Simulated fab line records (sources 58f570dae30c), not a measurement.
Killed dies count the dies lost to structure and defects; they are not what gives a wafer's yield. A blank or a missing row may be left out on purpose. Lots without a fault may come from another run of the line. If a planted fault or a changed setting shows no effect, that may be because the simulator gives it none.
What tool caused it?	flow berkeley cmos170	Sampling: 13 lots, 39 wafers, 6 of 331 route steps

WHAT EACH GAUGE READ, for each wafer
UCB170_ACTIVE_THK_MEAS_03. Usual: for ACTIVE_OXIDE_THK the level is 26.2 nm and the standard deviation is 0.66.
lot	measured	on	ACTIVE_OXIDE_THK (nm)	flag
L174	day 4 14:01	film metro-02	25.9 26.1 25.7	
L175	day 5 02:19	film metro-01	26.1 26.1 25.9	
L177	day 5 02:19	film metro-03	26.1 26.1 25.6	
L178	day 5 10:22	film metro-01	25.9 26.1 25.5	
L179	day 5 19:31	film metro-01	25.6 25.6 25.5	
L180	day 5 19:30	film metro-03	26.0 25.7 26.3	
L181	day 6 11:47	film metro-01	26.5 26.8 27.0	
L183	day 6 11:47	film metro-02	27.1 27.1 26.8	
L182	day 6 11:47	film metro-03	27.1 26.7 27.1	
L186	day 7 10:49	film metro-01	25.6 25.8 25.9	
L185	day 7 10:49	film metro-02	25.0 24.6 25.0	
L194	day 9 20:43	film metro-02	26.8 27.0 26.9	
L196	day 10 11:10	film metro-03	25.9 25.5 25.7	

UCB170_CONTACT_OVL_MEAS_16. Usual: for CONTACT_OVL the level is -2 nm and the standard deviation is 5.6.
lot	measured	on	CONTACT_OVL (nm)	flag
L174	day 9 03:34	overlay-01	-8 -1 -10	
L175	day 10 02:25	overlay-01	-13 -11 -12	
L177	day 10 00:34	overlay-02	-4 2 6	
L178	day 10 00:53	overlay-01	-11 -14 0	
L179	day 10 18:33	overlay-01	-1 -8 -1	
L180	day 10 17:07	overlay-02	2 -1 0	
L181	day 11 16:11	overlay-02	-1 -2 6	
L183	day 11 15:43	overlay-02	0 -7 -1	
L182	day 11 15:57	overlay-01	9 10 9	
L186	day 12 14:42	overlay-02	7 -4 1	
L185	day 12 13:38	overlay-02	-6 -8 -8	
L194	day 14 13:00	overlay-02	-4 2 2	
L196	day 14 13:22	overlay-02	-1 -3 -1	

UCB170_M3_RS_MEAS_02: measurement is done with a four-point probe. Usual: for M3_AL_RS the level is 0.03233 ohm/sq and the standard deviation is 0.0003.
lot	measured	on	M3_AL_RS (ohm/sq)	flag
L174	day 9 14:43	film metro-02	0.03219 0.0324 0.03242	
L175	day 10 17:11	film metro-03	0.03248 0.03227 0.03262	
L177	day 10 16:35	film metro-01	0.03208 0.03249 0.03225	
L178	day 10 16:52	film metro-01	0.03225 0.03172 0.03221	
L179	day 11 08:51	film metro-02	0.03241 0.0324 0.03221	
L180	day 11 08:07	film metro-01	0.03275 0.03275 0.03247	
L181	day 12 10:38	film metro-02	0.03218 0.03251 0.03234	
L183	day 12 06:49	film metro-01	0.03279 0.03227 0.03293	
L182	day 12 09:22	film metro-02	0.03269 0.03247 0.0323	
L186	day 13 05:08	film metro-03	0.03244 0.03246 0.03226	
L185	day 13 03:32	film metro-02	0.03263 0.0327 0.03233	
L194	day 15 05:01	film metro-02	0.03252 0.02693 0.02697	OFF
L196	day 15 06:16	film metro-01	0.03227 0.03233 0.032	

UCB170_M3_THK_MEAS_03: measures by xrf. Usual: for M3_AL_THK the level is 894 nm and the standard deviation is 9.1.
lot	measured	on	M3_AL_THK (nm)	flag
L174	day 9 14:49	film metro-02	892 888 890	
L175	day 10 17:18	film metro-03	881 893 885	
L177	day 10 16:43	film metro-01	904 895 895	
L178	day 10 16:59	film metro-01	893 917 899	
L179	day 11 08:56	film metro-02	891 892 899	
L180	day 11 08:14	film metro-01	888 890 896	
L181	day 12 10:46	film metro-02	901 890 899	
L183	day 12 06:56	film metro-01	884 893 879	
L182	day 12 09:29	film metro-02	887 896 893	
L186	day 13 05:15	film metro-03	888 890 895	
L185	day 13 03:39	film metro-02	884 883 896	
L194	day 15 05:08	film metro-02	886 1072 1068	OFF
L196	day 15 06:23	film metro-01	902 899 908	

WHAT TOOL EACH LOT RAN ON (gives the tool, then ch and the chambers of the sampled wafers, and finally the start)
lot	UCB170_ZERO_STRIP_07	UCB170_M3_SPUTTER_01
L174	plasma asher-01 ch 0,1, day 2 01:32	pvd sputter-01, day 9 14:36
L175	plasma asher-02 ch 0,1, day 2 12:35	pvd sputter-03, day 10 17:06
L177	plasma asher-01 ch 0,1, day 2 16:10	pvd sputter-03, day 10 16:31
L178	plasma asher-02 ch 0,1, day 2 22:15	pvd sputter-01, day 10 16:47
L179	plasma asher-01 ch 0,1, day 3 05:10	pvd sputter-03, day 11 08:43
L180	plasma asher-04 ch 0,1, day 3 05:25	pvd sputter-04, day 11 08:01
L181	plasma asher-01 ch 0,1, day 3 15:05	pvd sputter-04, day 12 10:34
L183	plasma asher-02 ch 1, day 3 21:30	pvd sputter-01, day 12 06:42
L182	plasma asher-01 ch 0, day 3 21:47	pvd sputter-03, day 12 09:17
L186	plasma asher-01 ch 0,1, day 4 10:43	pvd sputter-03, day 13 05:02
L185	plasma asher-02 ch 0,1, day 4 10:59	pvd sputter-03, day 13 03:27
L194	plasma asher-02 ch 0,1, day 6 04:35	pvd sputter-03, day 15 04:55
L196	plasma asher-04 ch 0,1, day 6 21:50	pvd sputter-01, day 15 06:11
- UCB170_ZERO_STRIP_07: strips in O2.
- UCB170_M3_SPUTTER_01: material Al, target thk 900 nm, time 120 s.

AS READ BY THE TOOLS THEMSELVES (means over the sampled wafers that have a number; for cases with no such wafer, the mark the record gives instead)
UCB170_ZERO_STRIP_07. Usual: drypump motor current A 5.64 A, standard deviation 0.19; oes product au 0.727 a.u., standard deviation 0.0043; strip time to endpoint s 21.49 s, standard deviation 0.08.
lot	tool	drypump motor current A (A)	oes product au (a.u.)	strip time to endpoint s (s)	flag
L174	plasma asher-01	5.54	0.723	21.62	
L175	plasma asher-02	5.74	0.728	21.56	
L177	plasma asher-01	5.63	0.731	21.43	
L178	plasma asher-02	5.85	0.726	21.54	
L179	plasma asher-01	5.54	0.730	21.46	
L180	plasma asher-04	5.46	0.728	21.54	
L181	plasma asher-01	5.65	0.727	21.45	
L183	plasma asher-02	5.64	0.725	21.41	
L182	plasma asher-01	5.42	0.729	21.54	
L186	plasma asher-01	5.64	0.730	21.43	
L185	plasma asher-02	5.82	0.724	21.44	
L194	plasma asher-02	5.73	0.730	21.37	
L196	plasma asher-04	5.46	0.727	21.53	

UCB170_M3_SPUTTER_01. Usual: throttle valve pct reads 29.9 % (standard deviation 0.89).
lot	tool	throttle valve pct (%)	flag
L174	pvd sputter-01	30.1	
L175	pvd sputter-03	29.4	
L177	pvd sputter-03	29.5	
L178	pvd sputter-01	30.7	
L179	pvd sputter-03	30.0	
L180	pvd sputter-04	29.3	
L181	pvd sputter-04	29.4	
L183	pvd sputter-01	30.5	
L182	pvd sputter-03	29.9	
L186	pvd sputter-03	29.4	
L185	pvd sputter-03	29.9	
L194	pvd sputter-03	30.4	
L196	pvd sputter-01	30.5	

THE ANSWER, worked out from the rows above alone
Rule: a lot counts as off when the mean over its wafers that have a number is more than 3 standard deviations away from the usual mean. Also off: a lot with no number at a reading for which 4 or more lots have one. Where the step has rows for the other lots, those lots are counted as sound. First the gauges in route order, then the tools' own readings, where a lot's mean is used as printed above. At the first step where some lot is off, the reading lying furthest off is the one used; lots without a number count as furthest.
Off: L194, at UCB170_M3_RS_MEAS_02 (M3_AL_RS).
If a tool, at a process step before that reading, ran all the lots that are off and no sound lot after the first of them, it fits. The gauges at UCB170_M3_RS_MEAS_02 are tried like those tools. Can't be told from this: 3 tools fit, plasma asher-02 at UCB170_ZERO_STRIP_07, pvd sputter-03 at UCB170_M3_SPUTTER_01, film metro-02 at UCB170_M3_RS_MEAS_02.

WHAT HAD BEEN PUT IN BY THE SIMULATOR
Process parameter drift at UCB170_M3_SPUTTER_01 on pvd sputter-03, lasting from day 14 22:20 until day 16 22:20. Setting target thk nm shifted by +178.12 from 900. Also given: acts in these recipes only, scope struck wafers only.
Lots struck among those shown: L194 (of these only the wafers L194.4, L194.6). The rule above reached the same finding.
